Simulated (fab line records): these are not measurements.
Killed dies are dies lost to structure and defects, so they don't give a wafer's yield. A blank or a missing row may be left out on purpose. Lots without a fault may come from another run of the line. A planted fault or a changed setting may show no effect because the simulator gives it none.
Comparing a struck lot with a sound one || flow berkeley-cmos170 || 27 steps out of a route of 331
Sound: the wafers L782.1, L782.4, L782.6. The struck wafers were L785.1, L785.2, L785.6. At the end, the cause is stated.
Each step with rows lists, per side, the tool, then ch with its chambers, then its first start. Under that, the readings that differ: sound wafers || struck wafers || difference of the means || sigmas: that difference in standard deviations of wafers without a fault.
alike: same words and numbers on both sides, and readings whose means sit less than 2 such deviations apart. not compared: any withheld reading, any reading some wafer has no value for, any bound like >300 that may hide the same value, and any number with overlapping values for which the record gives no deviation.
Wherever a step has rows on one side only, a row that says differs or no value, or a row with sigmas, the two part there. Numbers that have no deviation but don't overlap get no sigmas and don't part them. Lack of a reading on every wafer of one side parts them only where that side has two or more wafers.

UCB170_SPACER_THK_MEAS_01:
  sound on film-metro-04, day 11 06:50; struck on film-metro-03, day 11 09:01
  alike: SPACER_TEOS_THK
then, 1 step without rows for these wafers: UCB170_SPACER_ANNEAL_02 (time 1800 s).
UCB170_SPACER_ETCHBACK_03: etches SiO2 in CHF3/CF4/Ar, stops on Si, target depth 376 nm, time 100 s.
  sound on rie-diel-02 ch 0,2,3, day 11 13:16; struck on rie-diel-04 ch 1,2,3, day 11 13:11
  alike: drypump-motor-current-A, oes-product-au, throttle-valve-pct
  not compared: rf-hours-counter-h
then, 6 steps without rows for these wafers: UCB170_PSD_HMDS_00 (prime time 60 s); UCB170_PSD_COAT_01 (resist thk 900 nm); UCB170_PSD_SOFTBAKE_02 (time 60 s); UCB170_PSD_EXPOSE_03 (exposes mask PSELECT MOD, target cd 1200 nm); UCB170_PSD_PEB_04; UCB170_PSD_DEVELOP_05 (develop time 45 s).
UCB170_PSD_CD_MEAS_06: target cd 1200 nm.
  sound on cd-sem-01, day 11 15:25; struck on cd-sem-01, day 11 15:01
  alike: cd-nm
UCB170_PSD_OVL_MEAS_07:
  sound on overlay-02, day 11 15:32; struck on overlay-02, day 11 15:08
  alike: PSD_OVL
then, 1 step without rows for these wafers: UCB170_PSD_IMPLANT_08.
UCB170_PSD_STRIP_09: strips in O2.
  sound on plasma-asher-04 ch 0,1, day 11 15:43; struck on plasma-asher-01 ch 0,1, day 11 15:19
  no value came back on the struck wafers for chamber-pressure-mTorr (mTorr), drypump-motor-current-A (A), oes-product-au (a.u.), strip-time-to-endpoint-s (s); on the sound wafers chamber-pressure-mTorr (mTorr) reads 3502 3500 3500
{"reading": "model.KrF_of_PSD_COAT_01.thk-nm (nm)", "sound": "0 0 0", "struck": "885.3 884.7 885.6", "difference": "+885.2", "sigmas": ""}
  not compared: rf-hours-counter-h
UCB170_PSD_TW_MEAS_10:
  sound on film-metro-03, day 11 15:49; struck on film-metro-03, day 11 15:25
  alike: PSD_TW
then, 7 steps without rows for these wafers: UCB170_PSD_CLEAN_11 (cleans in SPM, time 600 s); UCB170_NSD_HMDS_00 (prime time 60 s); UCB170_NSD_COAT_01 (resist thk 900 nm); UCB170_NSD_SOFTBAKE_02 (time 60 s); UCB170_NSD_EXPOSE_03 (exposes mask NSELECT MOD, target cd 1200 nm); UCB170_NSD_PEB_04; UCB170_NSD_DEVELOP_05 (develop time 45 s).
UCB170_NSD_CD_MEAS_06: target cd 1200 nm.
  sound on cd-sem-02, day 11 17:26; struck on cd-sem-01, day 11 16:53
  alike: cd-nm
UCB170_NSD_OVL_MEAS_07:
  sound on overlay-02, day 11 17:34; struck on overlay-02, day 11 17:00
{"reading": "NSD_OVL (nm)", "sound": "9 7 -2", "struck": "-6 -6 -10", "difference": -12, "sigmas": -2}
then, 1 step without rows for these wafers: UCB170_NSD_IMPLANT_08.
UCB170_NSD_STRIP_09: strips in O2.
  sound on plasma-asher-04 ch 0,1, day 11 17:45; struck on plasma-asher-03 ch 0,1, day 11 17:11
{"reading": "drypump-motor-current-A (A)", "sound": "6.0 5.6 6.0", "struck": "5.6 4.8 4.8", "difference": -0.8, "sigmas": -2}
{"reading": "oes-product-au (a.u.)", "sound": "0.534 0.535 0.531", "struck": "0.615 0.616 0.619", "difference": "+0.083", "sigmas": "+20"}
{"reading": "strip-time-to-endpoint-s (s)", "sound": "35.85 35.90 35.92", "struck": "62.06 62.01 62.00", "difference": "+26.13", "sigmas": "+99 or more"}
  alike: chamber-pressure-mTorr
  not compared: rf-hours-counter-h
UCB170_NSD_TW_MEAS_10:
  sound on film-metro-02, day 11 17:51; struck on film-metro-02, day 11 17:17
{"reading": "NSD_TW", "sound": "4170 4150 4179", "struck": "30 30 30", "difference": -4136, "sigmas": "-99 or more"}
then, 1 step without rows for these wafers: UCB170_NSD_CLEAN_11 (cleans in SPM, time 600 s).

## WHERE THEY PART
At UCB170_PSD_STRIP_09 first; at UCB170_NSD_TW_MEAS_10 last (within this record only).

WHY: what had been put in by the simulator
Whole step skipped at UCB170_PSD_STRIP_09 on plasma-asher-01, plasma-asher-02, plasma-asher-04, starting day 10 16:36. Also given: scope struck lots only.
